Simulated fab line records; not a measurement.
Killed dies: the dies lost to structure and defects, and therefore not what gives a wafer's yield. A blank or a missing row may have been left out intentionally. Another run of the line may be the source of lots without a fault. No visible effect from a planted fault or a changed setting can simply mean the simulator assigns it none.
2 desks, one fault -- flow berkeley-cmos170 -- only its own numbers are on each desk; what lay behind them is given at the end

THE TOOL OWNER'S DESK: rie-metal-03
The tool's own readings at UCB170_M1_METAL_ETCH_12 (etches Al in Cl2/BCl3, stops on PSG, target depth 780 nm, time 130 s): means of the sampled wafers that have a number, for each lot that ran on this tool. Any lot whose mean is over 4 standard deviations away from the usual mean is out of limits and marked OUT; that distance is given in the brackets.
Columns: A = bias-w at UCB170_M1_METAL_ETCH_12, usual 120.0 W; B = drypump-motor-current-A at UCB170_M1_METAL_ETCH_12, usual 5.8 A; C = oes-product-au at UCB170_M1_METAL_ETCH_12, usual 0.866 a.u.; D = throttle-valve-pct at UCB170_M1_METAL_ETCH_12, usual 24.52 %
lot,first seen here,A,B,C,D
L213,day 7 07:20,119.8,5.3,0.893,24.39
L216,day 8 10:18,95.5 (-63) OUT,5.8,0.873,24.16
L220,day 8 20:32,95.0 (-64) OUT,5.7,0.881,24.16
Finding of this desk: L216, L220 out of limits; the first was L216 at day 8 10:18, on bias-w at UCB170_M1_METAL_ETCH_12. In limits: L213.

THE METROLOGY DESK
What the gauges read, lot by lot, whatever tool the lot ran on: means of the sampled wafers that have a number. Any lot whose mean is over 4 standard deviations away from the usual mean is out of limits and marked OUT; that distance is given in the brackets.
Columns: A = M1_AL_RS at UCB170_M1_RS_MEAS_01, usual 0.0482 ohm/sq; B = M1_AL_THK at UCB170_M1_THK_MEAS_02, usual 604 nm; C = cd-nm at UCB170_M1_CD_MEAS_09, usual 700.6 nm; D = M1_OVL at UCB170_M1_OVL_MEAS_10, usual -2 nm
lot,first seen here,A,B,C,D
L212,day 6 03:50,0.0475,608,701.7,-3
L213,day 7 06:07,0.0473,617,702.2,-3
L216,day 8 08:48,0.0485,595,699.4,0
L220,day 8 18:56,0.0473,613,702.2,0
L229,day 10 22:16,0.0483,606,702.2,3
L232,day 11 07:28,0.0479,604,700.0,-5
This desk found nothing out of limits on any of the 6 lots.

PUT TOGETHER
The tool owner's desk had the chance to raise an alarm at day 8 10:18 on L216, L220.
At the metrology desk, nothing out of limits was observed.
The metrology desk has L216, L220 on record, within its limits.
Of the lots named, all ran UCB170_M1_METAL_ETCH_12 on rie-metal-03.

WHAT THE SIMULATOR HAD INSERTED
rie-metal-03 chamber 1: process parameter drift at UCB170_M1_METAL_ETCH_12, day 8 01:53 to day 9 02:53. A move of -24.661 in setting bias-w, from 120. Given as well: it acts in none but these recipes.
Lots struck among those shown: L216, L220.
Hours from the fault's start to each desk's first reading out of limits: the tool owner's desk, 8.
